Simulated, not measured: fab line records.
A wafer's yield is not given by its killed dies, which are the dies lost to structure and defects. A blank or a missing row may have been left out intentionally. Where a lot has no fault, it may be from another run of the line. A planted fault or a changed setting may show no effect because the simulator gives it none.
Problem report, 8D (eight disciplines) form, completed by code | flow rit_cmos | the parts of the form that need people (team, actions taken, sign-off) are left out

== 1. WHAT WENT WRONG ==
Mean M1_AL_RS at RIT_M1_RS_MEAS_01: 0.0658 ohm/sq over 9 wafers in 3 lots; fault-free wafers: 0.0734 ohm/sq, standard deviation 0.0011. Relative to the usual mean, that is a shift of -6.9 standard deviations.
The step: measures by four-point-probe.
Earliest sighting: wafer L522.3 on film_metro-02 at day 6 17:00. The record holds 42 wafers of 14 lots with a number at this step. Rule for "out" (also "out of limits"): further than 4 standard deviations from the usual mean. The rest of the wafers with a number are treated as sound.

== 2. WHAT IT IS AND WHAT IT IS NOT ==
question                    | is                                          | is not
which readings at this step | M1_AL_RS                                    | -
which lots                  | L522, L524, L526                            | L506, L507, L508, L509, L510, L513, L514, L517, L518, L519, L527
which wafers of those lots  | all that have a number                      | -
read on which gauges        | film_metro-01, film_metro-02, film_metro-03 | -
when                        | from day 6 17:00                            | up to then (30 sound wafers); but 3 sound wafers of L527 came after

== 3. THE SUSPECTS, EACH WITH WHAT RULES IT OUT ==
Counting: a tool at a process step up to the reading stays a suspect if it ran every lot that is out and no sound lot after the first of them.
- the gauge at RIT_M1_RS_MEAS_01: ruled out. 3 gauges (film_metro-01, film_metro-02, film_metro-03) read the wafers that are out.
- pvd_sputter-02 at RIT_M1_SPUTTER_00 (material Al, target thk 400 nm, time 500 s): kept. Every lot that is out went through it, starting with L522 (day 6 16:40), and after that it ran no sound lot; the last sound lot it ran before then is L518 (day 5 23:08).
The count leaves pvd_sputter-02 at RIT_M1_SPUTTER_00.

== 4. THE CAUSE (what the simulator had put in) ==
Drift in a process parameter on pvd_sputter-02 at RIT_M1_SPUTTER_00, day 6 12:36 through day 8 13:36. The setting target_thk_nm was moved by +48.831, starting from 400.
The count eliminated every tool but this one.

== 5. THE EFFECT CHAIN, in route order ==
Each row: a reading whose mean over the struck wafers that have a number lies more than 3 standard deviations from the usual. Only readings for which the record gives a usual standard deviation are gone through. hours: the time from each lot's start at the first step in this table that gives one to its start at this step, as a median over the lots. sigmas: the change in usual standard deviations.
hours | step                 | reading        | usual         | on struck wafers | change  | sigmas
0     | RIT_M1_RS_MEAS_01    | M1_AL_RS       | 0.0734 ohm/sq | 0.0658           | -0.0076 | -6.9
0     | RIT_M1_THK_MEAS_02   | M1_AL_THK      | 396 nm        | 441              | +45     | +7.0
2     | RIT_M1_METAL_ETCH_12 | oes_product_au | 0.772 a.u.    | 0.822            | +0.050  | +5.7
The process steps in it:
- RIT_M1_METAL_ETCH_12: etches Al in Cl2/BCl3, stops on SiO2, time 165 s, target depth 600 nm.
Later measuring or inspecting steps at which every struck wafer that the step has a row for has a number for every such reading, and none has moved that far: RIT_M1_CD_MEAS_09.

== 6. HOW IT WOULD HAVE BEEN CAUGHT EARLIER ==
Counted from the fault's start at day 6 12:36, it took 4 hours until the first out-of-limits reading at a measuring or inspecting step in this record, taken at day 6 17:00.
An alarm limit of 4 standard deviations would not have fired on the tool readings at RIT_M1_SPUTTER_00 for which the record gives a usual standard deviation, since none of them was out on any struck wafer.
Of the lots that are out (3), L524, L526 began RIT_M1_SPUTTER_00 on pvd_sputter-02 after day 6 17:00. A hold on the tool at that time would have spared those 2.
